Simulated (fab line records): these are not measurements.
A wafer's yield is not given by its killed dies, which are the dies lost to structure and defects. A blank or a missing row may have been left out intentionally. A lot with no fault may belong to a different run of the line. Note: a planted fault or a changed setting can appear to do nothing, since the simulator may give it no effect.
Which tool was responsible? + flow berkeleyCmos170 + Sampling: 14 lots, 42 wafers, 2 of 331 route steps

WHAT THE GAUGES SHOWED, per wafer
UCB170_M2_CD_MEAS_15: the cd target is 700 nm. Usual: cdNm reads 700.3 nm (standard deviation 1.2).
| lot  | measured     | on       | cdNm (nm)         | flag |
|------|--------------|----------|-------------------|------|
| L439 | day 8 03:23  | cdSem-02 | 700.0 701.6 699.7 |      |
| L440 | day 8 17:58  | cdSem-01 | 702.5 702.0 701.1 |      |
| L444 | day 9 06:19  | cdSem-02 | 698.1 698.2 698.5 |      |
| L443 | day 9 07:31  | cdSem-02 | 699.3 700.2 699.7 |      |
| L445 | day 10 02:14 | cdSem-01 | 700.2 701.9 699.3 |      |
| L447 | day 10 12:28 | cdSem-02 | 699.9 700.9 700.5 |      |
| L448 | day 10 12:34 | cdSem-02 | 698.6 699.4 697.9 |      |
| L449 | day 10 12:51 | cdSem-01 | 700.2 699.7 699.8 |      |
| L450 | day 11 05:57 | cdSem-01 | 700.5 699.8 700.0 |      |
| L451 | day 11 04:20 | cdSem-01 | 699.0 698.9 698.8 |      |
| L456 | day 12 05:35 | cdSem-01 | 699.0 699.5 700.2 |      |
| L461 | day 12 15:29 | cdSem-01 | 699.7 699.5 699.7 |      |
| L458 | day 12 17:20 | cdSem-01 | 698.8 699.2 700.2 |      |
| L462 | day 13 14:19 | cdSem-01 | 701.4 702.1 701.7 |      |

TOOL THAT RAN EACH LOT (tool first, then ch and the chambers of the sampled wafers, then the start)
| lot  | UCB170_SPACER_ETCHBACK_03         |
|------|-----------------------------------|
| L439 | rieDiel-01 ch 0,2,3, day 7 01:15  |
| L440 | rieDiel-01 ch 1,3, day 7 23:16    |
| L444 | rieDiel-03 ch 1,2,3, day 8 07:51  |
| L443 | rieDiel-01 ch 2,3, day 8 07:55    |
| L445 | rieDiel-02 ch 1,2,3, day 9 04:05  |
| L447 | rieDiel-01 ch 0,2,3, day 9 11:35  |
| L448 | rieDiel-03 ch 0,1,2, day 9 11:35  |
| L449 | rieDiel-02 ch 0,2,3, day 9 11:35  |
| L450 | rieDiel-03 ch 0,1,2, day 10 10:09 |
| L451 | rieDiel-02 ch 1,3, day 10 10:09   |
| L456 | rieDiel-02 ch 1,2, day 11 07:50   |
| L461 | rieDiel-01 ch 0,2,3, day 11 19:03 |
| L458 | rieDiel-01 ch 1,2, day 11 19:08   |
| L462 | rieDiel-02 ch 1,2,3, day 12 15:33 |
- UCB170_SPACER_ETCHBACK_03: etches SiO2 in CHF3/CF4/Ar, stops on Si, target depth 376 nm, time 100 s.

AS READ BY THE TOOLS THEMSELVES (means over the sampled wafers that have a number; for cases with no such wafer, the mark the record gives instead)
UCB170_SPACER_ETCHBACK_03. Usual: drypumpMotorCurrentA 5.62 A, standard deviation 0.26; oesProductAu 0.908 a.u., standard deviation 0.016; throttleValvePct 6.45 %, standard deviation 0.16.
| lot  | tool       | drypumpMotorCurrentA (A) | oesProductAu (a.u.) | throttleValvePct (%) | flag |
|------|------------|--------------------------|---------------------|----------------------|------|
| L439 | rieDiel-01 | 5.69                     | 0.897               | 6.51                 |      |
| L440 | rieDiel-01 | 5.30                     | 0.900               | 6.30                 |      |
| L444 | rieDiel-03 | 5.60                     | 0.908               | 6.45                 |      |
| L443 | rieDiel-01 | 5.66                     | 0.901               | 6.35                 |      |
| L445 | rieDiel-02 | 5.80                     | 0.910               | 6.42                 |      |
| L447 | rieDiel-01 | 5.69                     | 0.904               | 6.51                 |      |
| L448 | rieDiel-03 | 5.48                     | 0.910               | 6.55                 |      |
| L449 | rieDiel-02 | 5.72                     | 0.905               | 6.43                 |      |
| L450 | rieDiel-03 | 5.48                     | 0.921               | 6.55                 |      |
| L451 | rieDiel-02 | 5.89                     | 0.904               | 6.43                 |      |
| L456 | rieDiel-02 | 5.70                     | 0.917               | 6.40                 |      |
| L461 | rieDiel-01 | 5.68                     | 0.888               | 6.51                 |      |
| L458 | rieDiel-01 | 5.47                     | 0.905               | 6.38                 |      |
| L462 | rieDiel-02 | 5.82                     | 0.919               | 6.42                 |      |

THE ANSWER, worked out from the rows above alone
Rule: take the mean of a lot's wafers that have a number; if it is more than 3 standard deviations from the usual mean, the lot is off. A lot without any number at a reading at which 4 lots or more have one is off too. Any other lot the step has rows for is counted as sound. First the gauges in route order, then the tools' own readings, where a lot's mean is used as printed above. At the first step where some lot is off, the reading lying furthest off is the one used; lots without a number count as furthest.
No lot is off on any of the readings shown, so nothing can be concluded from this.

WHAT THE SIMULATOR PUT IN
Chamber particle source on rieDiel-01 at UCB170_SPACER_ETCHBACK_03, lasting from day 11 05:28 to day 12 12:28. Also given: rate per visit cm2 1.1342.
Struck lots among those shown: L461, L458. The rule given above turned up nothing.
